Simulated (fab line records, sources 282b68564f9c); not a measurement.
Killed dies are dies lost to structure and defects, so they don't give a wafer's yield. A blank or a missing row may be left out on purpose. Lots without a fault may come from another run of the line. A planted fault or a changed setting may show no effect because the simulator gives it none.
Which tool did it? | flow rit_cmos | 7 lots, 21 wafers sampled, at 1 step of a route of 202

WHAT THE GAUGES READ, wafer by wafer
RIT_ACTIVE_BOW_MEAS_00.
lot  | measured    | on            | INCOMING_BOW (um)
L475 | day 1 20:00 | film_metro-01 | 1 1 4
L477 | day 2 06:01 | film_metro-03 | 3 0 7
L481 | day 3 02:00 | film_metro-03 | -1 3 1
L486 | day 4 03:01 | film_metro-01 | -4 -2 3
L490 | day 4 23:02 | film_metro-01 | -5 -6 5
L492 | day 5 09:01 | film_metro-04 | -6 7 -15
L496 | day 6 05:01 | film_metro-04 | 7 -1 4

WHICH TOOL RAN EACH LOT (tool, then ch and the chambers of the sampled wafers, then the start)
The record holds no process step before these readings.

THE ANSWER, worked out from the rows above alone
Rule: what is usual is taken from the lots themselves. Put in order of their means at a reading, lots are off if they are a third of the lots or fewer, leave a main group of 4 or more, and stand apart from it by a gap of 3 or more times the standard deviation of the main group's means; of several such gaps the widest counts. A main group whose means are all the same, to the digits that the tables above print for the reading, isn't used. A lot without any number at a reading at which 4 lots or more have one is off too. The other lots that the step has rows for count as sound.
No lot is off at any reading shown: from this, nothing can be told.

WHAT THE SIMULATOR HAD PUT IN
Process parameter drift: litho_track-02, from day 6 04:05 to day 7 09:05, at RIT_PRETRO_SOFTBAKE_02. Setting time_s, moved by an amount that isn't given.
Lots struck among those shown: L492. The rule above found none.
